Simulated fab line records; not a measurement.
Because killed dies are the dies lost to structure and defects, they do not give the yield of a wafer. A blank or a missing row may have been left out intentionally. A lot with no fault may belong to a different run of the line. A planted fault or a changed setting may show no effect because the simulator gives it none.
fab line records | flow ritCmos
[record] lots = 15 wafers = 45 lastDay = 7
route steps=202 shown NRETRO@56
lots with no fault: from the same line, run without faults
startH: hours from the record's opening day to when the first of the lot's shown wafers began | waitH: time in hours since the lot's previous step | " repeats the value in the row above | L1.1+2: several wafers, shown together as one row | - either no value or no given start | * or withheld: withheld | < > ~ a bound
route shown NAME@n: names a module that has steps shown in the file, with the first one's number in the route | usual: mean/standard deviation of fault-free wafers | same: alike in all rows | chamber/n: place in a boat | sites: each site's reading | _std_site: the values' standard deviation | _edge_site: inner sites' mean taken away from outer sites' mean | radiusMm: for every site, how far away it sits from the centre of the wafer | mask NAME#n: copy n | behind: tool/chamber where the wafer was last shaped | hold: the reason the lot was held/the length of the hold in hours/how it ended | device: the n, p or np transistor that did not switch | end of line: tests run on the same wafers once the route is complete | step lacking rows: just its recipe | killed: dies lost to structure and defects at the first sort, not the wafer's yield | map: a wafer's dies, x killed, . not, _ none there
set.NAME: the setting as run; set.NAME@STEP: as run at that earlier step | model.NAME: the simulator's own value behind a step, which no gauge read
one table for each step of the route and one row for each wafer, over a sample of lots
services: when a tool's chamber went out of use (startH, in hours from the record's first day, below 0 if earlier), for how many hours, and the reason
[[steps]]
[step RIT_NRETRO_EXPOSE_03]
[recipe] maskId = M4 na = 0.57 targetCdNm = 43900 doseMj = 250
[usual] exposureDoseMJCm2 = 249.98/0.23 focusOffsetNm = 0.0/0.52
// columns lot.wafer tool chamber startH waitH mask exposureDoseMJCm2 focusOffsetNm
L351.1 ilineStepper-02 0 32.09 0.1 M4#0 250.12 0.3
L351.3 " 0 " " M4#0 249.86 -0.2
L351.5 " 0 " " M4#0 249.68 0.5
L352.3 ilineStepper-02 0 34.12 0.1 M4#0 249.87 0.3
L352.4 " 0 " " M4#0 249.63 1.0
L352.5 " 0 " " M4#0 249.86 -0.1
L354.3 ilineStepper-01 0 45.44 0.2 M4#0 249.74 -0.5
L354.4 " 0 " " M4#0 250.16 -1.0
L354.6 " 0 " " M4#0 249.50 0.8
L355.1 ilineStepper-02 0 51.65 0.2 M4#0 249.87 1.0
L355.2 " 0 " " M4#0 250.09 0.2
L355.6 " 0 " " M4#0 250.23 -0.7
L357.1 ilineStepper-02 0 62.13 0.2 M4#0 249.74 -0.2
L357.2 " 0 " " M4#0 249.97 0.1
L357.3 " 0 " " M4#0 250.15 -0.4
L361.1 ilineStepper-01 0 83.87 0.2 M4#0 249.97 -0.1
L361.5 " 0 " " M4#0 250.05 0.5
L361.6 " 0 " " M4#0 250.38 -0.4
L362.2 ilineStepper-02 - 84.34 0.2 M4#0 - -
L362.3 " - " " M4#0 - -
L362.4 " - " " M4#0 - -
L363.1 ilineStepper-01 - 90.58 0.2 M4#0 - -
L363.2 " - " " M4#0 - -
L363.3 " - " " M4#0 - -
L364.2 ilineStepper-02 - 95.68 0.2 M4#0 - -
L364.5 " - " " M4#0 - -
L364.6 " - " " M4#0 - -
L368.4 ilineStepper-02 0 120.79 0.1 M4#0 249.88 0.3
L368.5 " 0 " " M4#0 250.55 0.2
L368.6 " 0 " " M4#0 250.23 0.0
L369.1 ilineStepper-02 0 127.83 0.1 M4#0 249.83 0.6
L369.3 " 0 " " M4#0 250.19 0.6
L369.5 " 0 " " M4#0 249.94 0.7
L371.4 ilineStepper-02 0 133.72 0.5 M4#0 250.06 0.8
L371.5 " 0 " " M4#0 249.58 0.6
L371.6 " 0 " " M4#0 249.52 0.5
L372.1 ilineStepper-01 0 135.95 0.2 M4#0 250.10 -0.3
L372.3 " 0 " " M4#0 250.35 -0.5
L372.4 " 0 " " M4#0 250.35 0.1
L373.3 ilineStepper-02 0 140.42 0.2 M4#0 249.68 0.4
L373.5 " 0 " " M4#0 249.93 -0.1
L373.6 " 0 " " M4#0 250.12 -0.6
L374.3 ilineStepper-02 0 146.95 0.1 M4#0 249.84 -0.5
L374.4 " 0 " " M4#0 250.00 0.4
L374.5 " 0 " " M4#0 250.22 -0.3
[[services]]
// columns tool chamber startH hours kind
ilineStepper-02 - 100.88 1.7 pm
[[key]]
[firstSign] step = RIT_NRETRO_EXPOSE_03 reading = toolRecord direction = missing
effect none on later readings
metAt RIT_NRETRO_EXPOSE_03
struckLots L362,L363,L364
sortLeftOut L362.2,L362.3,L362.4,L363.1,L363.2,L363.3,L364.2,L364.5,L364.6
testerLeftOut L362,L363,L364
onsetBetween 83.87 84.34
[fault] kind = skippedStepWhole tool = ilineStepper-01,ilineStepper-02 chamber = - onsetH = 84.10 steps = RIT_NRETRO_EXPOSE_03 scope = struckLotsOnly
// testerLeftOut: of these lots the tester's yield and bins aren't shown, on N5 and GAA mostly nor the transistor test; their killed dies are dies lost to structure and defects alone, not to doping, threshold or leakage, so they don't give the yield
// sortLeftOut: the simulated sort isn't trusted on such a fault, so these wafers' sort isn't shown, and their yield isn't known
